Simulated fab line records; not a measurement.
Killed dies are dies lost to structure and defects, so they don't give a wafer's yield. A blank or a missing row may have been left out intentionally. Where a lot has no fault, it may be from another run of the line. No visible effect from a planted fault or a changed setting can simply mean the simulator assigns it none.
Split-lot study || flow berkeley cmos170 || 23 wafers read across 5 lots, on a route 331 steps long

THE SPLIT
At UCB170_M2_METAL_ETCH_18 (etches Al in Cl2/BCl3, stops on SiO2, target depth 1170 nm, time 195 s), the setting time s was moved away from the recipe's 195 s on 10 of the 23 wafers read, by -12.9% to +10.1%. All remaining wafers had this setting at the recipe value.

The file shows no step between the split and the reading.

THE READING
oes product au, in a.u., at UCB170_M2_STRIP_19 (strips in O2). On this fab line, fault-free wafers typically give 0.536 a.u. with a standard deviation of 0.025 a.u.

{"wafer": "L076.2", "tool, chamber at the split": "rie metal-04, 1", "time s as run, s": 214.7, "against the recipe": "+10.1%", "oes product au, a.u.": 0.447, "against lot-mates on the recipe": -0.083}
{"wafer": "L076.3", "tool, chamber at the split": "rie metal-04, 1", "time s as run, s": 214.7, "against the recipe": "+10.1%", "oes product au, a.u.": 0.431, "against lot-mates on the recipe": -0.099}
{"wafer": "L076.4", "tool, chamber at the split": "rie metal-04, 0", "time s as run, s": 214.7, "against the recipe": "+10.1%", "oes product au, a.u.": 0.495, "against lot-mates on the recipe": -0.035}
{"wafer": "L076.5", "tool, chamber at the split": "rie metal-04, 1,0", "time s as run, s": 195, "against the recipe": "recipe", "oes product au, a.u.": 0.508, "against lot-mates on the recipe": "-"}
{"wafer": "L076.6", "tool, chamber at the split": "rie metal-04, 1,0", "time s as run, s": 195, "against the recipe": "recipe", "oes product au, a.u.": 0.551, "against lot-mates on the recipe": "-"}
{"wafer": "L075.2", "tool, chamber at the split": "rie metal-03, 0", "time s as run, s": 195, "against the recipe": "recipe", "oes product au, a.u.": 0.541, "against lot-mates on the recipe": "-"}
{"wafer": "L075.3", "tool, chamber at the split": "rie metal-03, 1", "time s as run, s": 195, "against the recipe": "recipe", "oes product au, a.u.": 0.563, "against lot-mates on the recipe": "-"}
{"wafer": "L075.4", "tool, chamber at the split": "rie metal-03, 0", "time s as run, s": 177.5, "against the recipe": "-9.0%", "oes product au, a.u.": 0.608, "against lot-mates on the recipe": "+0.056"}
{"wafer": "L075.5", "tool, chamber at the split": "rie metal-03, 1", "time s as run, s": 177.5, "against the recipe": "-9.0%", "oes product au, a.u.": 0.636, "against lot-mates on the recipe": "+0.084"}
{"wafer": "L075.6", "tool, chamber at the split": "rie metal-03, 0", "time s as run, s": 177.5, "against the recipe": "-9.0%", "oes product au, a.u.": 0.608, "against lot-mates on the recipe": "+0.056"}
{"wafer": "L078.1", "tool, chamber at the split": "rie metal-02, 0", "time s as run, s": 169.9, "against the recipe": "-12.9%", "oes product au, a.u.": 0.618, "against lot-mates on the recipe": "+0.101"}
{"wafer": "L078.3", "tool, chamber at the split": "rie metal-02, 0", "time s as run, s": 195, "against the recipe": "recipe", "oes product au, a.u.": 0.538, "against lot-mates on the recipe": "-"}
{"wafer": "L078.4", "tool, chamber at the split": "rie metal-02, 1", "time s as run, s": 195, "against the recipe": "recipe", "oes product au, a.u.": 0.510, "against lot-mates on the recipe": "-"}
{"wafer": "L078.5", "tool, chamber at the split": "rie metal-02, 1", "time s as run, s": 195, "against the recipe": "recipe", "oes product au, a.u.": 0.503, "against lot-mates on the recipe": "-"}
{"wafer": "L078.6", "tool, chamber at the split": "rie metal-02, 0", "time s as run, s": 169.9, "against the recipe": "-12.9%", "oes product au, a.u.": 0.626, "against lot-mates on the recipe": "+0.109"}
{"wafer": "L080.1", "tool, chamber at the split": "rie metal-02, 1", "time s as run, s": 195, "against the recipe": "recipe", "oes product au, a.u.": 0.511, "against lot-mates on the recipe": "-"}
{"wafer": "L080.2", "tool, chamber at the split": "rie metal-02, 0", "time s as run, s": 195, "against the recipe": "recipe", "oes product au, a.u.": 0.521, "against lot-mates on the recipe": "-"}
{"wafer": "L080.5", "tool, chamber at the split": "rie metal-02, 0", "time s as run, s": 195, "against the recipe": "recipe", "oes product au, a.u.": 0.526, "against lot-mates on the recipe": "-"}
{"wafer": "L085.1", "tool, chamber at the split": "rie metal-02, 0", "time s as run, s": 195, "against the recipe": "recipe", "oes product au, a.u.": 0.532, "against lot-mates on the recipe": "-"}
{"wafer": "L085.2", "tool, chamber at the split": "rie metal-02, 1", "time s as run, s": 195, "against the recipe": "recipe", "oes product au, a.u.": 0.494, "against lot-mates on the recipe": "-"}
{"wafer": "L085.4", "tool, chamber at the split": "rie metal-02, 0", "time s as run, s": 208.2, "against the recipe": "+6.8%", "oes product au, a.u.": 0.466, "against lot-mates on the recipe": -0.049}
{"wafer": "L085.5", "tool, chamber at the split": "rie metal-02, 0", "time s as run, s": 195, "against the recipe": "recipe", "oes product au, a.u.": 0.519, "against lot-mates on the recipe": "-"}
{"wafer": "L085.6", "tool, chamber at the split": "rie metal-02, 1", "time s as run, s": 208.2, "against the recipe": "+6.8%", "oes product au, a.u.": 0.454, "against lot-mates on the recipe": -0.061}
Where a row lists several chambers, the file gives one row for several wafers and doesn't say which wafer went through which chamber.

FIT RESULTS
A straight line over all 23 wafers: oes product au changes by -0.00812 a.u. for each +1% of time s; r = -0.93; the points scatter about the line by 0.021 a.u.
The same after taking each lot's own level away (the mean of its wafers on the recipe; 23 wafers): -0.0076 a.u. for each +1%; r = -0.95; scatter 0.017 a.u.
The reading moves by 0.098 a.u. for the largest change in time s, on that fit.
Across the lots, their own levels run from 0.5150 to 0.5520 a.u., a range of 1.5 times the standard deviation given above.
The two slopes agree, so the slope changes little with the lot-to-lot level.
Check: for one of the wafers moved furthest among these (-12.9%), held out of the fit, the line's prediction against its lot-mates is +0.0978 a.u. It came out at +0.101 a.u. against them.

THESE WAFERS: OTHER SPLITS
These wafers also went through other splits before the reading. Each is held against what the fit with the lots' levels taken away leaves over:
{"other split on the same wafers": "UCB170_M1_SPUTTER_00 time s", "wafers away from the commonest value": 7, "r with oes product au (lot level and that fit taken away)": "+0.25"}
{"other split on the same wafers": "UCB170_V1_PEB_10 peb temp c", "wafers away from the commonest value": 7, "r with oes product au (lot level and that fit taken away)": "+0.03"}
{"other split on the same wafers": "UCB170_M2_SPUTTER_01 power w", "wafers away from the commonest value": 5, "r with oes product au (lot level and that fit taken away)": "+0.03"}
{"other split on the same wafers": "UCB170_M2_EXPOSE_12 dose mj", "wafers away from the commonest value": 8, "r with oes product au (lot level and that fit taken away)": -0.16}

THE WHOLE CHAIN: every reading that the file lists as answering this split, in the file's order
{"step": "UCB170_M2_METAL_ETCH_18", "what it does": "etches Al in Cl2/BCl3, stops on SiO2, target depth 1170 nm, time 195 s", "reading": "KrF_of_M2_COAT_10.thk nm (the simulator's own value, which no gauge read)", "change (the file's fit)": "-7.49 nm for each +1% of the setting", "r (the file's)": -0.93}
{"step": "UCB170_M2_METAL_ETCH_18", "what it does": "etches Al in Cl2/BCl3, stops on SiO2, target depth 1170 nm, time 195 s", "reading": "SiO2_of_V1_CVD_00.thk nm (the simulator's own value, which no gauge read)", "change (the file's fit)": "-0.643 nm for each +1% of the setting", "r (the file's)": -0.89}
{"step": "UCB170_M2_STRIP_19", "what it does": "strips in O2", "reading": "oes product au", "change (the file's fit)": "-0.00772 a.u. for each +1% of the setting", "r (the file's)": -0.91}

THE FILE'S OWN FIT
oes product au changes by -0.00772 a.u. for each +1% of time s, r = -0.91.
